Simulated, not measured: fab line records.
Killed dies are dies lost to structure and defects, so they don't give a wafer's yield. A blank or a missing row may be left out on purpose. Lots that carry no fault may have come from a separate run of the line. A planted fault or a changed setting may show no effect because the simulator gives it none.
Comparing a struck lot with a sound one || flow rit cmos || 27 out of 202 route steps
Sound: wafers L484.1, L484.2, L484.4. Struck: wafer L495.3 (L495.1, L495.4, from the same lot, were not struck and are left out); the cause is given at the end.
Per side, at each step with rows, come the tool, then ch with its chambers, and then its first start. Under that, the readings that differ: sound wafers || struck wafers || difference of the means || sigmas: that difference in standard deviations of wafers without a fault.
alike: words and numbers the same on both sides, and readings whose means are apart by under 2 such deviations; not compared: readings that were withheld, readings missing a value for some wafer, numbers with overlapping values and no deviation given by the record, and bounds like >300 which may hide the same value.
The two part at a step that has a row with sigmas, a row that says differs or no value, or rows on one side only. Non-overlapping numbers with no deviation appear without sigmas and do not part them. A reading that every wafer of one side lacks parts them only if that side has two wafers or more.

RIT_SDANNEAL_RTA_03: time 5 s.
  sound on rtp anneal-01 ch 0, day 4 10:55; struck on rtp anneal-02 ch 0, day 6 19:35
  alike: chamber o2 ppm, wafer_temp_C_max
RIT_SDANNEAL_RS_MEAS_04: uses a four-point probe to measure.
  struck on film metro-03, day 6 19:39; sound on film metro-02, day 4 10:59
  alike: PSD_RS
RIT_SDANNEAL_RS_MEAS_05: uses a four-point probe to measure.
  struck on film metro-03, day 6 19:46; sound on film metro-02, day 4 11:06
  alike: NSD_RS
RIT_SDANNEAL_RS_MEAS_06: uses a four-point probe to measure.
  struck on film metro-03, day 6 19:53; sound on film metro-02, day 4 11:13
  alike: PLDD_RS
RIT_SDANNEAL_RS_MEAS_07: uses a four-point probe to measure.
  struck on film metro-03, day 6 20:01; sound on film metro-02, day 4 11:20
  alike: NLDD_RS
then, 1 step without rows for these wafers: RIT_SILICIDE_WET_ETCH_00 (etches SiO2 in BOE, target depth 14 nm, time 15 s).
RIT_SILICIDE_SPUTTER_01: material Ti, target thk 30 nm, time 240 s.
  struck on pvd sputter-01, day 6 20:08; sound on pvd sputter-03, day 4 11:28
  alike: cathode dc power W, substrate temp c, throttle valve pct
RIT_SILICIDE_RS_MEAS_02: uses a four-point probe to measure.
  struck on film metro-02, day 6 20:17; sound on film metro-01, day 4 11:37
  alike: SILICIDE_TI_RS
RIT_SILICIDE_THK_MEAS_03: measures by xrf.
  struck on film metro-02, day 6 20:25; sound on film metro-01, day 4 11:44
  alike: SILICIDE_TI_THK
RIT_SILICIDE_RTA_04: time 10 s, ramp up 5 s, ramp down 5 s.
  sound on rtp anneal-02 ch 0, day 4 11:48; struck on rtp anneal-01 ch 0, day 6 20:28
  alike: chamber o2 ppm, wafer_temp_C_max
then, 1 step without rows for these wafers: RIT_SILICIDE_WET_ETCH_05 (etches Ti in SPM, time 120 s).
RIT_SILICIDE_RTA_06: time 10 s, ramp up 5 s, ramp down 10 s.
  sound on rtp anneal-01 ch 0, day 4 11:59; struck on rtp anneal-02 ch 0, day 6 20:35
  alike: chamber o2 ppm, wafer_temp_C_max
RIT_CONTACT_CVD_00: deposits SiO2 from TEOS, target thk 400 nm, time 61 s.
  sound on pecvd-04 ch 0,1, day 4 12:02; struck on pecvd-01 ch 0, day 6 20:39
{"reading": "run length s (s)", "sound": "89.1 89.6 89.0", "struck": 111.6, "difference": "+22.4", "sigmas": "+39"}
{"reading": "model.SiO2_of_CONTACT_CVD_00.thk nm (nm)", "sound": "389.8 391 394", "struck": 544.6, "difference": "+153.0", "sigmas": ""}
  alike: heater power w, rf fwd power W
RIT_CONTACT_THK_MEAS_01:
  struck on film metro-01, day 6 20:56; sound on film metro-03, day 4 12:05
{"reading": "CONTACT_TEOS_THK (nm)", "sound": "390 391 394", "struck": 545, "difference": "+153", "sigmas": "+34"}
  not compared: hold
then, 5 steps without rows for these wafers: RIT_CONTACT_COAT_03 (resist thk 1000 nm); RIT_CONTACT_SOFTBAKE_04 (time 60 s); RIT_CONTACT_EXPOSE_05 (exposes mask M11, target cd 1000 nm); RIT_CONTACT_PEB_06; RIT_CONTACT_DEVELOP_07 (develop time 120 s).
RIT_CONTACT_CD_MEAS_08: target cd 1000 nm.
  struck on cd sem-02, day 7 00:56; sound on cd sem-01, day 4 13:10
  alike: cd nm
RIT_CONTACT_OVL_MEAS_09:
  struck on overlay-02, day 7 01:04; sound on overlay-01, day 4 13:17
  alike: CONTACT_OVL
then, 1 step without rows for these wafers: RIT_CONTACT_HARDBAKE_10 (time 60 s).
RIT_CONTACT_ETCH_11: etches SiO2 in CHF3/CF4/Ar, stops on TiSi2, target depth 480 nm, time 320 s.
  sound on rie diel-02 ch 0,1,3, day 4 13:29; struck on rie diel-01 ch 1, day 7 01:15
{"reading": "model.CONTACT.feature depth nm (nm)", "sound": "389.8 391 394", "struck": 478.4, "difference": "+86.8", "sigmas": ""}
{"reading": "model.etch.depth nm (nm)", "sound": "389.8 391 394", "struck": 478.4, "difference": "+86.8", "sigmas": ""}
  alike: drypump motor current A, mfc ar sccm, oes product au, rf fwd power W, throttle valve pct
  not compared: rf hours counter h
RIT_CONTACT_STRIP_12: strips in O2, time 180 s.
  sound on plasma asher-01 ch 0,1, day 4 13:40; struck on plasma asher-04 ch 0, day 7 01:26
  alike: drypump motor current A, rf refl power W
  not compared: rf hours counter h
RIT_CONTACT_CD_MEAS_90: target cd 1000 nm.
  struck on cd sem-01, day 7 01:39; sound on cd sem-02, day 4 13:51
  alike: cd nm
RIT_CONTACT_CLEAN_13: cleans in SC1, time 600 s.
  sound on wet bench-04 ch 2, day 4 13:58; struck on wet bench-01 ch 2, day 7 01:56
{"reading": "model.SiO2_of_CONTACT_CVD_00.thk nm (nm)", "sound": "385.7 386.9 389.9", "struck": 540.5, "difference": "+153.0", "sigmas": ""}
  alike: temp c
then, 1 step without rows for these wafers: RIT_CONTACT_CLEAN_14 (cleans in SC2, time 600 s).

WHERE THEY PART
First at RIT_CONTACT_CVD_00; last, within this record, at RIT_CONTACT_THK_MEAS_01. Later steps at which nothing parts them and some readings are alike: RIT_CONTACT_CD_MEAS_08, RIT_CONTACT_OVL_MEAS_09, RIT_CONTACT_ETCH_11, RIT_CONTACT_STRIP_12, RIT_CONTACT_CD_MEAS_90, RIT_CONTACT_CLEAN_13.

WHY: the cause the simulator had injected
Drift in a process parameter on pecvd-01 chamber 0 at RIT_CONTACT_CVD_00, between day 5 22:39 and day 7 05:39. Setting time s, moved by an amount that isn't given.
